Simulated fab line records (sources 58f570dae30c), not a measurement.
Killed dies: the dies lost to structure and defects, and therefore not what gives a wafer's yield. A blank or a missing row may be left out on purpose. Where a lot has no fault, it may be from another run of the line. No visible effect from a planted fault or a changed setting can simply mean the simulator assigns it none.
A sampling plan put to the test	flow berkeleyCmos170	one fab line, 30 faults that these records tell of, each judged on the records of the lots that it struck
Plan = the line's own looks (route steps where a gauge or an inspection reads the wafer without altering it). A look is open to judgement when struck wafers have a number at it and the file gives its usual mean and standard deviation on fault-free wafers. Caught: 4 or more of those standard deviations (sigma) separate the usual mean from the mean of the struck wafers at a look after the fault's first step. On the tool: the fault's steps, tested the same way using the tool's own readings. If the struck wafers alone have a blank record, or they carry another recipe, that too counts as caught.

## THE FAULTS, as the simulator had put them in
1. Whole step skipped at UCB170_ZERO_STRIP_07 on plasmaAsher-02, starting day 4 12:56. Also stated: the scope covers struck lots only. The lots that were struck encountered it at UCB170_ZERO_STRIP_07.
2. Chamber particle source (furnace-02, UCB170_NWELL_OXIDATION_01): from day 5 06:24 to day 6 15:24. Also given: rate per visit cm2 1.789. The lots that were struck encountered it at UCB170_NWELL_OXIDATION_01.
3. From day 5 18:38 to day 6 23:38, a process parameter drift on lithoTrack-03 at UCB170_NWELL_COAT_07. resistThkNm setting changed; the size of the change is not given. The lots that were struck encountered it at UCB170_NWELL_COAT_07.
4. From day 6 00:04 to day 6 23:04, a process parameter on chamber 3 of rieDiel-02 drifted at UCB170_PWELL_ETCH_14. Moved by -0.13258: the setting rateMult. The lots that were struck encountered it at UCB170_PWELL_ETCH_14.
5. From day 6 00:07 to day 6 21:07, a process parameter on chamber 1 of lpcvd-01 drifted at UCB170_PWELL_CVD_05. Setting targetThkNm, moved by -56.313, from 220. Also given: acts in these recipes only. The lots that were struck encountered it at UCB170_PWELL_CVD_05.
6. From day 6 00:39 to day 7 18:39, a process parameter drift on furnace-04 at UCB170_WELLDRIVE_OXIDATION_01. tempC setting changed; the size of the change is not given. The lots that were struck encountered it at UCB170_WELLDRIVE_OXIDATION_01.
7. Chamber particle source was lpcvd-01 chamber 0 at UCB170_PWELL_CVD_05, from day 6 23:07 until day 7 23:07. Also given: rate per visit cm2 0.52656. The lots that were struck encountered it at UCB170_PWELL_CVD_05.
8. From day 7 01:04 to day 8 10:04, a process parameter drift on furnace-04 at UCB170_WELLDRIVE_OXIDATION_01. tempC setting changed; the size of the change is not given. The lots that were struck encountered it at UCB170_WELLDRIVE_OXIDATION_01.
9. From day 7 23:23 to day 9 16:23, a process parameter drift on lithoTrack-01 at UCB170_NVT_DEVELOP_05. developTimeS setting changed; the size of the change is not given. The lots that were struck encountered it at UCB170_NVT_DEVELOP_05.
10. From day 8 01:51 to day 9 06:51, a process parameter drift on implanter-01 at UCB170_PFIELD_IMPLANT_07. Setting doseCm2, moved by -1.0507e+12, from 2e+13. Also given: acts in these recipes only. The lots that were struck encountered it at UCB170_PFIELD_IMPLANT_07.
11. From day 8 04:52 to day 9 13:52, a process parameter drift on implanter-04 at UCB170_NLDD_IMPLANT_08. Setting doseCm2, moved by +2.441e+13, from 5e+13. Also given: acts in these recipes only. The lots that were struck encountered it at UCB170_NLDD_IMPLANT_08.
12. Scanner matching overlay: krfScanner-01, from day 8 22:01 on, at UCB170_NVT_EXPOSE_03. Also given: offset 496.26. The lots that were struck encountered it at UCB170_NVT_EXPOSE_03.
13. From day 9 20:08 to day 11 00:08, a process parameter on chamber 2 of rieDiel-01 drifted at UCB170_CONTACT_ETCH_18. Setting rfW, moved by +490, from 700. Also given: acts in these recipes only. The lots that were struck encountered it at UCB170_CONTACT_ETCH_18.
14. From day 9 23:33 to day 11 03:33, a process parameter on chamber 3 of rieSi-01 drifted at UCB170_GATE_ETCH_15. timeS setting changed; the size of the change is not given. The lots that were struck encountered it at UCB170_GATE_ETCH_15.
15. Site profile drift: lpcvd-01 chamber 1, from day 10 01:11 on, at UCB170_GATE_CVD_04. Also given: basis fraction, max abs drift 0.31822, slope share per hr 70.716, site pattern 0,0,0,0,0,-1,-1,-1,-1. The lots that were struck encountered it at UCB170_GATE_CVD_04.
16. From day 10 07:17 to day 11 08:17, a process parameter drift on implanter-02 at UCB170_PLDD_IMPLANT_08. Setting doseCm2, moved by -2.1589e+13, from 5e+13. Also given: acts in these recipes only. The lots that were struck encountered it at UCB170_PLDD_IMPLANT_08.
17. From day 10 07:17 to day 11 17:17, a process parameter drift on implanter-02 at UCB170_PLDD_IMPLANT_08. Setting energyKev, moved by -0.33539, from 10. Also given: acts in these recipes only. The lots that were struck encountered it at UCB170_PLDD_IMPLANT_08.
18. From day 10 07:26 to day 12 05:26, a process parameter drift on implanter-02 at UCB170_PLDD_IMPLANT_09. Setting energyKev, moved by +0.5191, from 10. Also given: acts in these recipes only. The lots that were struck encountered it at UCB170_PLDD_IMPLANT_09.
19. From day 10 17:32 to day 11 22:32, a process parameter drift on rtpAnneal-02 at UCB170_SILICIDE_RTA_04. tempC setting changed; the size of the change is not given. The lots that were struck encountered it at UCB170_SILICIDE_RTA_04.
20. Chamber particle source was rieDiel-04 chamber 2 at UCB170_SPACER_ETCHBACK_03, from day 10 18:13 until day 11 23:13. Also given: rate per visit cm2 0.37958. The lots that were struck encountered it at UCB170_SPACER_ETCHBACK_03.
21. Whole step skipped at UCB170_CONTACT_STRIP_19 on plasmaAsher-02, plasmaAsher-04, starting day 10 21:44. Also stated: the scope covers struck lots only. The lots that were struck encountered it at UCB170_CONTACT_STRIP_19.
22. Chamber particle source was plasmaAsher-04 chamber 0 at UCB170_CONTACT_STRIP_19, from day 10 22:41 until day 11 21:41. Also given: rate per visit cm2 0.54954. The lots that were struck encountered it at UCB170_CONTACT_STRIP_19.
23. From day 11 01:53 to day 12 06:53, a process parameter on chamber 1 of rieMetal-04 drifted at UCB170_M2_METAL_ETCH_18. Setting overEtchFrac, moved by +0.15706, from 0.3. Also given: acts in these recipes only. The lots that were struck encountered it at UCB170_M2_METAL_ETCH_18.
24. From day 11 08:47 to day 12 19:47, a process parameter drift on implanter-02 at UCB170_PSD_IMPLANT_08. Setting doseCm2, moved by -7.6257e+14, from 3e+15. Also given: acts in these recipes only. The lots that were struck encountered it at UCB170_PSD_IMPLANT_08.
25. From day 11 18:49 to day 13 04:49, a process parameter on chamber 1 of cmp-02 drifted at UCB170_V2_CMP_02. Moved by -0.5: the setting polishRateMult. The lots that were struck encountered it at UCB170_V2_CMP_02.
26. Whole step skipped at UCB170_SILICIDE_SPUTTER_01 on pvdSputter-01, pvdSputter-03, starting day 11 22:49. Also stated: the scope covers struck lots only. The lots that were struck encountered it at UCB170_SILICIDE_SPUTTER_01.
27. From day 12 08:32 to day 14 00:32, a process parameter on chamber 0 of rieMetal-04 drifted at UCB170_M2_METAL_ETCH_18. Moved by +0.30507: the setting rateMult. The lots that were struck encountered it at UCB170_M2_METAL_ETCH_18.
28. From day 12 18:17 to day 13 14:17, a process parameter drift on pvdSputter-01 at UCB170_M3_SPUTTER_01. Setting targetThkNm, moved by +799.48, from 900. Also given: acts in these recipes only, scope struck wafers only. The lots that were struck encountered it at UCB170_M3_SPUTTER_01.
29. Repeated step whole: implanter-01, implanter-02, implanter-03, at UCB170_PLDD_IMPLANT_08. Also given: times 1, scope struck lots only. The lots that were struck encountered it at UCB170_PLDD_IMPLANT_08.
30. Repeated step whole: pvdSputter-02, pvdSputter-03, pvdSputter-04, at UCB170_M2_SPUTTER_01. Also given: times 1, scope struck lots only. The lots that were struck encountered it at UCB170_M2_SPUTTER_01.

## WHAT THE PLAN SAW
fault	on the tool itself	first look that catches it	reading, sigma	median hours from its first step to that look	hours from the fault's start to the first struck lot there	judged looks passed uncaught
1	the tool's record is blank for the struck wafers	no look after it can be judged	-	-	-	0
2	under 2 sigma	none of the 2 looks that can be judged after it	-	-	-	2
3	no reading that can be judged	none of the 2 looks that can be judged after it	-	-	-	2
4	only faintly: oesProductAu -2.2 sigma	none of the 2 looks that can be judged after it	-	-	-	2
5	under 2 sigma	UCB170_PWELL_THK_MEAS_06	PWELL_NITRIDE_THK -27	1.9	5	0
6	spikeTcCentreC -12 sigma	UCB170_WELLDRIVE_THK_MEAS_02	WELLDRIVE_OXIDE_THK -7.0	3.5	8	0
7	no reading that can be judged	no look after it can be judged	-	-	-	0
8	tubeCenterTempC -99 or beyond sigma	UCB170_WELLDRIVE_THK_MEAS_02	WELLDRIVE_OXIDE_THK -34	3.5	18	0
9	under 2 sigma	UCB170_NVT_TW_MEAS_09	NVT_TW -97	0.7	10	0
10	doseIonsCm2 -51 sigma	no look after it can be judged	-	-	-	0
11	doseIonsCm2 +99 or beyond sigma	UCB170_NLDD_TW_MEAS_11	NLDD_TW +6.9	0.4	6	0
12	no reading that can be judged	UCB170_NVT_OVL_MEAS_06	NVT_OVL +69	0.5	1	0
13	rfFwdPowerW +99 or beyond sigma	none of the 3 looks that can be judged after it	strongest: cdNm at UCB170_CONTACT_CD_MEAS_90, +2.6	-	-	3
14	runLengthS -45 sigma	none of the 2 looks that can be judged after it	strongest: NLDD_OVL at UCB170_NLDD_OVL_MEAS_07, -2.0	-	-	2
15	no reading that can be judged	UCB170_GATE_THK_MEAS_05	GATE_POLY_THK -18	1.4	7	0
16	doseIonsCm2 -99 or beyond sigma	UCB170_PLDD_TW_MEAS_11	PLDD_TW -6.6	0.4	6	0
17	beamEnergyKeV -99 or beyond sigma	no look after it can be judged	-	-	-	0
18	beamEnergyKeV +99 or beyond sigma	no look after it can be judged	-	-	-	0
19	wafer_temp_C_max -4.6 sigma	no look after it can be judged	-	-	-	0
20	under 2 sigma	none of the 2 looks that can be judged after it	strongest: cdNm at UCB170_M3_CD_MEAS_15, +2.0	-	-	2
21	no reading that can be judged	not the one look that can be judged after it	-	-	-	1
22	only faintly: chamberPressureMTorr -2.1 sigma	none of the 2 looks that can be judged after it	-	-	-	2
23	oesProductAu -6.9 sigma	no look after it can be judged	-	-	-	0
24	doseIonsCm2 -99 or beyond sigma	UCB170_PSD_TW_MEAS_10	PSD_TW -10	0.2	9	0
25	under 2 sigma	UCB170_V2_THK_MEAS_04	V2_POLISHED_THK +99 or beyond	0.4	8	0
26	the tool's record is blank for the struck wafers	no look after it can be judged	-	-	-	0
27	under 2 sigma	none of the 2 looks that can be judged after it	strongest: cdNm at UCB170_M2_CD_MEAS_90, -3.7	-	-	2
28	under 2 sigma	UCB170_M3_RS_MEAS_02	M3_AL_RS -39	0.1	2	0
29	under 2 sigma	UCB170_PLDD_TW_MEAS_11	PLDD_TW +13	0.8	-	0
30	under 2 sigma	UCB170_M2_RS_MEAS_02	M2_AL_RS -47	0.3	-	0
A dash: the fault is not caught, or the number is missing from these records.

Caught at a look: 13 of 30. Caught on the tool: 14 of 30. By one or the other: 22 of 30.
On the tool alone, faults 1, 10, 13, 14, 17, 18, 19, 23, 26 were caught.
Caught at a look alone: faults 5, 9, 12, 15, 25, 28, 29, 30.
Caught by neither: faults 2, 3, 4, 7, 20, 21, 22, 27.

## THINNER SAMPLING
In the worst case, this is how late the first struck lot would be measured if the look that catches a fault measured only every second or every third lot, by lot number:
fault	struck lots at that look, in order of time	every lot	every second lot	every third lot
5	L480, L481	5 h	5 h	may miss all 2
6	L145, L147, L146, L144	8 h	13 h	13 h
8	L143, L145, L144	18 h	30 h	30 h
9	L503, L507	10 h	may miss all 2	may miss all 2
11	L769, L768, L772	6 h	7 h	may miss all 3
12	L549, L552, L550, L553	1 h	1 h	may miss all 4
15	L661, L664, L668	7 h	25 h	may miss all 3
16	L583, L585	6 h	may miss all 2	may miss all 2
24	L177, L179	9 h	may miss all 2	may miss all 2
25	L822, L823	8 h	22 h	may miss all 2
28	L771	2 h	may miss it	may miss it
Hours: fault start to first struck lot measured. 4 sigma limit: tested on the pooled struck wafers, so a lone lot may be under it. Other struck lots may not be in these records.

## THE LONGEST TIMED WAY FROM STEP TO LOOK
Fault 8: a median of 3.5 hours passes between UCB170_WELLDRIVE_OXIDATION_01 and UCB170_WELLDRIVE_THK_MEAS_02. No look between them can be judged.
